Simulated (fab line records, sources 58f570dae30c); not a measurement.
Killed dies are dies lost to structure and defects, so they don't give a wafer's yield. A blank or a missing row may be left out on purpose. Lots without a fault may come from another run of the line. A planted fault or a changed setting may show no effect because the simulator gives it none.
Which tool did it? | flow berkeley_cmos170 | 14 lots, 42 wafers sampled, at 6 steps of a route of 331

WHAT THE GAUGES READ, wafer by wafer
UCB170_NLDD_CD_MEAS_06: target cd 1200 nm. Usual: cd_nm 1199.5 nm, standard deviation 1.6.
lot  | measured     | on        | cd_nm (nm)                                | flag
L321 | day 7 01:23  | cd_sem-02 | 1197.7 1198.2 1197.6                      |
L322 | day 7 01:44  | cd_sem-01 | 1198.9 1198.8 1198.8                      |
L323 | day 7 10:04  | cd_sem-02 | 1200.1 1198.2 1197.9                      |
L324 | day 7 13:41  | cd_sem-02 | 1199.4 1200.3 1201.5                      |
L326 | day 7 20:07  | cd_sem-02 | 1201.1 1201.4 1201.2                      |
L328 | day 7 20:45  | cd_sem-01 | 1197.8 1197.9 1197.4                      |
L327 | day 7 21:04  | cd_sem-01 | 1199.6 1200.9 1199.3                      |
L331 | day 8 07:35  | cd_sem-02 | 1201.2 1199.9 1201.0                      |
L336 | day 10 11:09 | cd_sem-01 | 1185.2 1186.9 1186.6 1185.7 1187.1 1186.6 | OFF
L338 | day 10 11:43 | cd_sem-01 | 1189.9 1189.7 1188.5 1189.7 1189.5 1189.1 | OFF
L339 | day 10 12:01 | cd_sem-02 | 1200.8 1200.3 1199.9                      |
L341 | day 11 04:07 | cd_sem-01 | 1199.3 1200.3 1200.8                      |
L342 | day 11 04:22 | cd_sem-02 | 1200.0 1199.0 1197.8                      |
L344 | day 11 14:35 | cd_sem-02 | 1200.5 1199.1 1200.5                      |

UCB170_M3_BOW_MEAS_20. Usual: M3_BOW 36 um, standard deviation 6.6.
lot  | measured     | on            | M3_BOW (um) | flag
L321 | day 8 14:40  | film_metro-03 | 39 40 44    |
L322 | day 8 14:04  | film_metro-03 | 32 31 30    |
L323 | day 9 02:40  | film_metro-03 | 25 38 44    |
L324 | day 9 01:52  | film_metro-04 | 28 27 21    |
L326 | day 9 02:54  | film_metro-04 | 39 32 38    |
L328 | day 9 03:08  | film_metro-04 | 36 38 39    |
L327 | day 9 10:55  | film_metro-04 | 34 31 32    |
L331 | day 9 19:36  | film_metro-04 | 42 43 23    |
L336 | day 12 01:38 | film_metro-03 | 45 29 32    |
L338 | day 12 00:28 | film_metro-03 | 37 33 31    |
L339 | day 12 02:11 | film_metro-01 | 41 33 38    |
L341 | day 12 19:46 | film_metro-04 | 44 51 19    |
L342 | day 12 18:34 | film_metro-04 | 44 35 39    |
L344 | day 13 06:20 | film_metro-03 | 37 32 39    |

WHICH TOOL RAN EACH LOT (tool, then ch and the chambers of the sampled wafers, then the start)
lot  | UCB170_GATE_STRIP_16                 | UCB170_NLDD_SOFTBAKE_02           | UCB170_NLDD_STRIP_10                 | UCB170_M2_ETCH_17
L321 | plasma_asher-02 ch 0,1, day 6 21:40  | litho_track-02 ch 0, day 7 00:51  | plasma_asher-01 ch 0,1, day 7 01:51  | rie_diel-03 ch 1,3, day 8 08:44
L322 | plasma_asher-04 ch 0,1, day 6 21:54  | litho_track-01 ch 0, day 7 01:11  | plasma_asher-04 ch 0,1, day 7 02:11  | rie_diel-04 ch 0,2,3, day 8 08:04
L323 | plasma_asher-04 ch 0,1, day 7 06:02  | litho_track-02 ch 0, day 7 09:21  | plasma_asher-04 ch 0,1, day 7 10:41  | rie_diel-03 ch 1,2,3, day 8 20:32
L324 | plasma_asher-04 ch 0,1, day 7 10:14  | litho_track-04 ch 0, day 7 13:01  | plasma_asher-01 ch 0,1, day 7 14:06  | rie_diel-04 ch 0,1,2, day 8 20:10
L326 | plasma_asher-02 ch 0,1, day 7 16:47  | litho_track-02 ch 0, day 7 19:34  | plasma_asher-04 ch 0,1, day 7 20:34  | rie_diel-02 ch 0,1,3, day 8 21:08
L328 | plasma_asher-04 ch 0,1, day 7 17:20  | litho_track-02 ch 0, day 7 20:06  | plasma_asher-04 ch 0,1, day 7 21:11  | rie_diel-04 ch 2,3, day 8 21:01
L327 | plasma_asher-04 ch 0,1, day 7 17:35  | litho_track-04 ch 0, day 7 20:31  | plasma_asher-03 ch 0,1, day 7 21:31  | rie_diel-04 ch 0,2, day 9 05:13
L331 | plasma_asher-04 ch 0, day 8 03:17    | litho_track-02 ch 0, day 8 06:57  | plasma_asher-01 ch 0,1, day 8 08:02  | rie_diel-03 ch 0,1,3, day 9 12:39
L336 | plasma_asher-04 ch 0,1, day 10 06:56 | litho_track-02 ch 0, day 10 10:16 | plasma_asher-04 ch 0,1, day 10 15:57 | rie_diel-03 ch 1,2, day 11 17:56
L338 | plasma_asher-02 ch 1, day 10 07:05   | litho_track-02 ch 0, day 10 10:45 | plasma_asher-04 ch 0,1, day 10 15:56 | rie_diel-02 ch 0,2, day 11 17:44
L339 | plasma_asher-04 ch 0,1, day 10 07:14 | litho_track-04 ch 0, day 10 11:04 | plasma_asher-01 ch 0,1, day 10 12:28 | rie_diel-04 ch 0,2,3, day 11 18:05
L341 | plasma_asher-04 ch 0,1, day 10 23:55 | litho_track-01 ch 0, day 11 03:28 | plasma_asher-03 ch 0,1, day 11 04:34 | rie_diel-03 ch 0,2,3, day 12 13:44
L342 | plasma_asher-03 ch 0,1, day 11 00:02 | litho_track-04 ch 0, day 11 03:37 | plasma_asher-01 ch 0,1, day 11 04:49 | rie_diel-02 ch 0,2,3, day 12 12:53
L344 | plasma_asher-04 ch 0,1, day 11 10:07 | litho_track-04 ch 0, day 11 13:43 | plasma_asher-03 ch 0,1, day 11 15:02 | rie_diel-04 ch 2,3, day 13 00:26
- UCB170_GATE_STRIP_16: strips in O2.
- UCB170_NLDD_SOFTBAKE_02: time 60 s.
- UCB170_NLDD_STRIP_10: strips in O2.
- UCB170_M2_ETCH_17: etches BARC in N2/H2.

WHAT THE TOOLS THEMSELVES READ (means of the sampled wafers that have a number; where no wafer has one, the mark that the record gives instead)
UCB170_GATE_STRIP_16. Usual: drypump_motor_current_A 6.0 A, standard deviation 0.44; oes_product_au 0.725 a.u., standard deviation 0.0044.
lot  | tool            | drypump_motor_current_A (A) | oes_product_au (a.u.) | flag
L321 | plasma_asher-02 | 5.6                         | 0.726                 |
L322 | plasma_asher-04 | 6.1                         | 0.725                 |
L323 | plasma_asher-04 | 6.1                         | 0.723                 |
L324 | plasma_asher-04 | 6.1                         | 0.722                 |
L326 | plasma_asher-02 | 5.9                         | 0.728                 |
L328 | plasma_asher-04 | 6.4                         | 0.725                 |
L327 | plasma_asher-04 | 6.1                         | 0.727                 |
L331 | plasma_asher-04 | 6.6                         | 0.724                 |
L336 | plasma_asher-04 | 6.4                         | 0.722                 |
L338 | plasma_asher-02 | 6.3                         | 0.723                 |
L339 | plasma_asher-04 | 6.1                         | 0.725                 |
L341 | plasma_asher-04 | 6.1                         | 0.721                 |
L342 | plasma_asher-03 | 5.9                         | 0.722                 |
L344 | plasma_asher-04 | 6.1                         | 0.721                 |

UCB170_NLDD_SOFTBAKE_02. Usual: heater_power_total_W 56.80 W, standard deviation 0.041; plate_temp_C 130.01 C, standard deviation 0.14.
lot  | tool           | heater_power_total_W (W) | plate_temp_C (C) | flag
L321 | litho_track-02 | 56.79                    | 130.03           |
L322 | litho_track-01 | 56.78                    | 130.05           |
L323 | litho_track-02 | 56.80                    | 130.07           |
L324 | litho_track-04 | 56.80                    | 130.01           |
L326 | litho_track-02 | 56.80                    | 130.12           |
L328 | litho_track-02 | 56.81                    | 130.03           |
L327 | litho_track-04 | 56.81                    | 129.89           |
L331 | litho_track-02 | 56.78                    | 130.12           |
L336 | litho_track-02 | 53.77                    | 124.86           | OFF
L338 | litho_track-02 | 53.77                    | 124.78           | OFF
L339 | litho_track-04 | 56.79                    | 130.07           |
L341 | litho_track-01 | 56.81                    | 129.98           |
L342 | litho_track-04 | 56.76                    | 130.10           |
L344 | litho_track-04 | 56.84                    | 130.08           |

UCB170_NLDD_STRIP_10. Usual: drypump_motor_current_A 5.8 A, standard deviation 0.5; oes_product_au 0.735 a.u., standard deviation 0.0043; strip_time_to_endpoint_s 21.64 s, standard deviation 0.062.
lot  | tool            | drypump_motor_current_A (A) | oes_product_au (a.u.) | strip_time_to_endpoint_s (s) | flag
L321 | plasma_asher-01 | 5.1                         | 0.733                 | 21.63                        |
L322 | plasma_asher-04 | 6.1                         | 0.737                 | 21.67                        |
L323 | plasma_asher-04 | 6.3                         | 0.733                 | 21.69                        |
L324 | plasma_asher-01 | 5.1                         | 0.734                 | 21.62                        |
L326 | plasma_asher-04 | 6.1                         | 0.737                 | 21.61                        |
L328 | plasma_asher-04 | 6.1                         | 0.733                 | 21.71                        |
L327 | plasma_asher-03 | 5.9                         | 0.735                 | 21.63                        |
L331 | plasma_asher-01 | 5.0                         | 0.736                 | 21.57                        |
L336 | plasma_asher-04 | 6.1                         | 0.730                 | 21.93                        | OFF
L338 | plasma_asher-04 | 6.1                         | 0.739                 | 21.87                        | OFF
L339 | plasma_asher-01 | 5.0                         | 0.734                 | 21.62                        |
L341 | plasma_asher-03 | 5.9                         | 0.727                 | 21.66                        |
L342 | plasma_asher-01 | 5.1                         | 0.731                 | 21.61                        |
L344 | plasma_asher-03 | 5.8                         | 0.736                 | 21.57                        |

UCB170_M2_ETCH_17. Usual: bias_w 100.0 W, standard deviation 0.3; drypump_motor_current_A 5.8 A, standard deviation 0.47; oes_product_au 0.994 a.u., standard deviation 0.012; throttle_valve_pct 13.39 %, standard deviation 0.12.
lot  | tool        | bias_w (W) | drypump_motor_current_A (A) | oes_product_au (a.u.) | throttle_valve_pct (%) | flag
L321 | rie_diel-03 | 99.9       | 5.2                         | 0.990                 | 13.41                  |
L322 | rie_diel-04 | 100.3      | 6.2                         | 0.991                 | 13.41                  |
L323 | rie_diel-03 | 100.0      | 5.5                         | 0.996                 | 13.38                  |
L324 | rie_diel-04 | 99.9       | 6.1                         | 0.990                 | 13.44                  |
L326 | rie_diel-02 | 100.0      | 5.6                         | 0.990                 | 13.32                  |
L328 | rie_diel-04 | 100.3      | 6.2                         | 0.996                 | 13.41                  |
L327 | rie_diel-04 | 99.8       | 6.4                         | 0.999                 | 13.35                  |
L331 | rie_diel-03 | 99.8       | 5.5                         | 1.006                 | 13.36                  |
L336 | rie_diel-03 | 99.9       | 5.4                         | 0.992                 | 13.40                  |
L338 | rie_diel-02 | 100.3      | 5.9                         | 0.997                 | 13.28                  |
L339 | rie_diel-04 | 100.2      | 6.3                         | 0.993                 | 13.40                  |
L341 | rie_diel-03 | 99.7       | 5.8                         | 0.983                 | 13.32                  |
L342 | rie_diel-02 | 100.0      | 5.7                         | 0.999                 | 13.38                  |
L344 | rie_diel-04 | 99.8       | 6.2                         | 1.001                 | 13.42                  |

THE ANSWER, worked out from the rows above alone
Rule: a lot is off if the mean of its wafers that have a number lies more than 3 standard deviations from the usual mean. A lot without any number at a reading at which 4 lots or more have one is off too. The other lots that the step has rows for count as sound. The gauges are gone through in route order, then the tools' own readings, and for those a lot's mean is taken as printed above. The first step at which some lot is off is used, and at that step the reading that is off furthest; a lot without a number counts as furthest.
Off: L336, L338, at UCB170_NLDD_CD_MEAS_06 (cd_nm).
A tool fits if, at a process step before that reading, it ran every lot that is off, and no sound lot after the first of them. The gauges at UCB170_NLDD_CD_MEAS_06 aren't tried: what is off there is off at UCB170_NLDD_SOFTBAKE_02 too, on other tools, and a gauge's error can't cause that. One fits: litho_track-02 at UCB170_NLDD_SOFTBAKE_02. Its last sound lot is L331 (day 8 06:57), its first lot that is off L336 (day 10 10:16): a fault that began between those two fits.
The tool's own readings at UCB170_NLDD_SOFTBAKE_02 bear it out: on the lots that are off they differ by more than 5 times the standard deviation of the sound lots' means. heater_power_total_W reads 53.77 W there against 56.80 W on the sound lots; plate_temp_C reads 124.82 C there against 130.05 C on the sound lots.

WHAT THE SIMULATOR HAD PUT IN
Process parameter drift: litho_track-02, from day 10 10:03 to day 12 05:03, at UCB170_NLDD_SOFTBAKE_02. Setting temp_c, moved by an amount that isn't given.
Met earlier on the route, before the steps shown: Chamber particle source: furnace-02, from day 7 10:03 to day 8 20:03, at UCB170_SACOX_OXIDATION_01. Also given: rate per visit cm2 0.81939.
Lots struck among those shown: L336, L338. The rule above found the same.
